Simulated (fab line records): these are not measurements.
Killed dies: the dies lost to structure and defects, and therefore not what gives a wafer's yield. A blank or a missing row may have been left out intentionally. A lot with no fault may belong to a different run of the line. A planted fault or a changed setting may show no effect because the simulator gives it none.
What tool caused it? | flow ritCmos | Sampling: 13 lots, 39 wafers, 5 of 202 route steps

WHAT EACH GAUGE READ, for each wafer
RIT_PWELL_OVL_MEAS_06.
lot  | measured    | on         | PWELL_OVL (nm)
L319 | day 2 00:50 | overlay-01 | -2.5 0.6 -1.6
L320 | day 2 04:31 | overlay-01 | 0.9 1.9 1.3
L322 | day 2 15:38 | overlay-02 | -0.4 -2.9 0.0
L323 | day 2 19:37 | overlay-01 | -0.7 0.0 -0.8
L325 | day 3 04:04 | overlay-02 | 3.1 2.4 3.5
L326 | day 3 10:32 | overlay-02 | 0.4 0.2 -0.5
L327 | day 3 17:27 | overlay-02 | 0.5 0.5 1.1
L329 | day 4 02:06 | overlay-01 | -1.6 -2.4 -2.3
L330 | day 4 09:52 | overlay-01 | 0.7 1.5 0.2
L333 | day 4 22:22 | overlay-02 | 0.1 -0.4 -0.9
L339 | day 6 05:01 | overlay-02 | -0.5 0.5 -0.7
L340 | day 6 10:03 | overlay-01 | -1.5 -0.9 -0.5
L342 | day 6 19:19 | overlay-01 | 1.6 0.8 0.3

RIT_GATE_CD_MEAS_16: the cd target is 150 nm.
lot  | measured    | on       | cdNm (nm)
L319 | day 2 16:02 | cdSem-01 | 148.2 147.0 146.1
L320 | day 2 21:02 | cdSem-01 | 148.8 150.1 149.5
L322 | day 3 07:43 | cdSem-02 | 147.1 146.6 144.9
L323 | day 3 09:39 | cdSem-01 | 148.9 149.8 150.1
L325 | day 3 21:14 | cdSem-01 | 149.3 149.0 150.0
L326 | day 4 05:15 | cdSem-02 | 150.8 148.9 150.0
L327 | day 4 10:26 | cdSem-02 | 148.7 149.3 147.1
L329 | day 4 18:49 | cdSem-01 | 149.8 149.0 149.9
L330 | day 5 04:10 | cdSem-02 | 151.2 148.3 149.2
L333 | day 5 17:28 | cdSem-02 | 164.5 165.9 164.7
L339 | day 6 22:06 | cdSem-02 | 151.8 148.5 150.0
L340 | day 7 01:33 | cdSem-02 | 149.3 148.9 149.7
L342 | day 7 13:02 | cdSem-02 | 150.3 150.2 150.6

RIT_CONTACT_OVL_MEAS_09.
lot  | measured    | on         | CONTACT_OVL (nm)
L319 | day 3 08:03 | overlay-01 | 3.6 1.1 2.6
L320 | day 3 14:14 | overlay-02 | -0.4 -0.6 -1.6
L322 | day 4 00:02 | overlay-01 | -0.6 -0.9 -2.2
L323 | day 4 03:16 | overlay-01 | -0.9 0.0 0.3
L325 | day 4 13:43 | overlay-02 | -2.2 -2.1 -1.8
L326 | day 4 22:09 | overlay-01 | -1.5 -2.7 -1.3
L327 | day 5 02:27 | overlay-02 | -1.0 -0.6 -0.8
L329 | day 5 12:18 | overlay-02 | -1.6 -0.4 -1.1
L330 | day 5 21:07 | overlay-01 | -0.4 -0.6 -1.9
L333 | day 6 10:09 | overlay-02 | 0.9 1.2 3.3
L339 | day 7 13:31 | overlay-01 | -0.7 0.6 0.1
L340 | day 7 17:11 | overlay-02 | 3.0 2.2 2.4
L342 | day 8 04:23 | overlay-01 | 1.2 0.0 2.3

RIT_M1_BOW_MEAS_16.
lot  | measured    | on           | M1_BOW (um)
L319 | day 3 13:10 | filmMetro-01 | 11 17 10
L320 | day 3 19:18 | filmMetro-01 | 10 15 11
L322 | day 4 05:21 | filmMetro-02 | 17 32 13
L323 | day 4 08:23 | filmMetro-01 | 26 5 17
L325 | day 4 19:40 | filmMetro-01 | 14 10 20
L326 | day 5 03:13 | filmMetro-02 | 19 19 21
L327 | day 5 07:40 | filmMetro-01 | 16 15 5
L329 | day 5 17:37 | filmMetro-02 | 26 23 26
L330 | day 6 02:46 | filmMetro-01 | 24 22 16
L339 | day 7 18:27 | filmMetro-01 | 21 26 9
L340 | day 7 22:24 | filmMetro-03 | 19 29 19
L342 | day 8 09:38 | filmMetro-02 | 1 5 6

TOOL THAT RAN EACH LOT (tool first, then ch and the chambers of the sampled wafers, then the start)
lot  | RIT_GATE_EXPOSE_13
L319 | ilineStepper-01 ch 0, day 2 15:38
L320 | ilineStepper-02 ch 0, day 2 20:38
L322 | ilineStepper-02 ch 0, day 3 07:19
L323 | ilineStepper-01 ch 0, day 3 09:15
L325 | ilineStepper-01 ch 0, day 3 20:50
L326 | ilineStepper-02 ch 0, day 4 04:51
L327 | ilineStepper-02 ch 0, day 4 10:02
L329 | ilineStepper-02 ch 0, day 4 18:25
L330 | ilineStepper-02 ch 0, day 5 03:46
L333 | ilineStepper-01 ch 0, day 5 17:04
L339 | ilineStepper-01 ch 0, day 6 21:42
L340 | ilineStepper-02 ch 0, day 7 01:09
L342 | ilineStepper-02 ch 0, day 7 12:38
- RIT_GATE_EXPOSE_13: exposes mask M6, target cd 150 nm.

AS READ BY THE TOOLS THEMSELVES (means over the sampled wafers that have a number; for cases with no such wafer, the mark the record gives instead)
RIT_GATE_EXPOSE_13.
lot  | tool            | reticleTempC (C)
L319 | ilineStepper-01 | 22.97
L320 | ilineStepper-02 | 23.06
L322 | ilineStepper-02 | 22.95
L323 | ilineStepper-01 | 23.01
L325 | ilineStepper-01 | 22.92
L326 | ilineStepper-02 | 22.95
L327 | ilineStepper-02 | 22.93
L329 | ilineStepper-02 | 22.88
L330 | ilineStepper-02 | 23.07
L333 | ilineStepper-01 | 22.92
L339 | ilineStepper-01 | 22.93
L340 | ilineStepper-02 | 23.00
L342 | ilineStepper-02 | 22.94

THE ANSWER, worked out from the rows above alone
Rule: the usual values come from the lots themselves. The widest of any qualifying gaps counts: lots, ordered by their means at a reading, are off when they make up no more than a third of the lots, leave a main group of 4 or more, and stand apart from it by 3 or more times the standard deviation of that group's means. If all means in a main group match to the digits the tables above print for the reading, that group is not used. A lot without any number at a reading at which 4 lots or more have one is off too. Any other lot the step has rows for is counted as sound. After the gauges, taken in route order, come the tools' own readings; for these a lot's mean is taken, as printed above. At the first step where some lot is off, the reading lying furthest off is the one used; lots without a number count as furthest.
Off, at RIT_GATE_CD_MEAS_16 on cdNm: L333. Main group: mean 149.1 nm, sd 1.2.
If a tool, at a process step before that reading, ran all the lots that are off and no sound lot after the first of them, it fits. Gauges at RIT_GATE_CD_MEAS_16: tried the same way as those tools. Of those tried, none fits.

WHAT THE SIMULATOR HAD INSERTED
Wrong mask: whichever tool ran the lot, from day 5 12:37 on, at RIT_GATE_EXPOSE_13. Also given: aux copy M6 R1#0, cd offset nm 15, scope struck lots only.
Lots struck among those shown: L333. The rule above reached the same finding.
